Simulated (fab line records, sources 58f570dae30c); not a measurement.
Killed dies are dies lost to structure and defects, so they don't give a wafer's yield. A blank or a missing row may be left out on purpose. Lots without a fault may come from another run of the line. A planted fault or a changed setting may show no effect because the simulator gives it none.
Which tool did it? | flow berkeley_cmos170 | 7 lots, 21 wafers sampled, at 2 steps of a route of 331

WHAT THE GAUGES READ, wafer by wafer
UCB170_GATE_THK_MEAS_05.
lot  | measured     | on            | GATE_POLY_THK (nm)
L590 | day 7 05:20  | film_metro-02 | 211.5 210.9 212.5
L593 | day 7 05:19  | film_metro-04 | 210.9 211.6 212.7
L598 | day 8 13:56  | film_metro-02 | 213.1 213.4 213.5
L603 | day 10 00:31 | film_metro-03 | 216.0 215.4 214.0
L607 | day 10 12:40 | film_metro-04 | 215.9 212.5 214.0
L609 | day 10 20:54 | film_metro-04 | 212.7 213.7 213.4
L611 | day 11 11:02 | film_metro-02 | 208.6 211.3 209.3

WHICH TOOL RAN EACH LOT (tool, then ch and the chambers of the sampled wafers, then the start)
lot  | UCB170_NWELL_ETCH_13
L590 | rie_diel-03 ch 0,2, day 2 17:40
L593 | rie_diel-04 ch 0,1,2, day 3 01:26
L598 | rie_diel-03 ch 1,2,3, day 4 08:04
L603 | rie_diel-04 ch 0,1,3, day 5 11:51
L607 | rie_diel-03 ch 1,2,3, day 6 01:41
L609 | rie_diel-03 ch 0,2,3, day 6 10:38
L611 | rie_diel-01 ch 0,2,3, day 6 22:46
- UCB170_NWELL_ETCH_13: etches Si3N4 in CH3F/Ar/O2, stops on SiO2, target depth 246.4 nm, time 154 s.

THE ANSWER, worked out from the rows above alone
Rule: what is usual is taken from the lots themselves. Put in order of their means at a reading, lots are off if they are a third of the lots or fewer, leave a main group of 4 or more, and stand apart from it by a gap of 3 or more times the standard deviation of the main group's means; of several such gaps the widest counts. A main group whose means are all the same, to the digits that the tables above print for the reading, isn't used. A lot without any number at a reading at which 4 lots or more have one is off too. The other lots that the step has rows for count as sound.
No lot is off at any reading shown: from this, nothing can be told.

WHAT THE SIMULATOR HAD PUT IN
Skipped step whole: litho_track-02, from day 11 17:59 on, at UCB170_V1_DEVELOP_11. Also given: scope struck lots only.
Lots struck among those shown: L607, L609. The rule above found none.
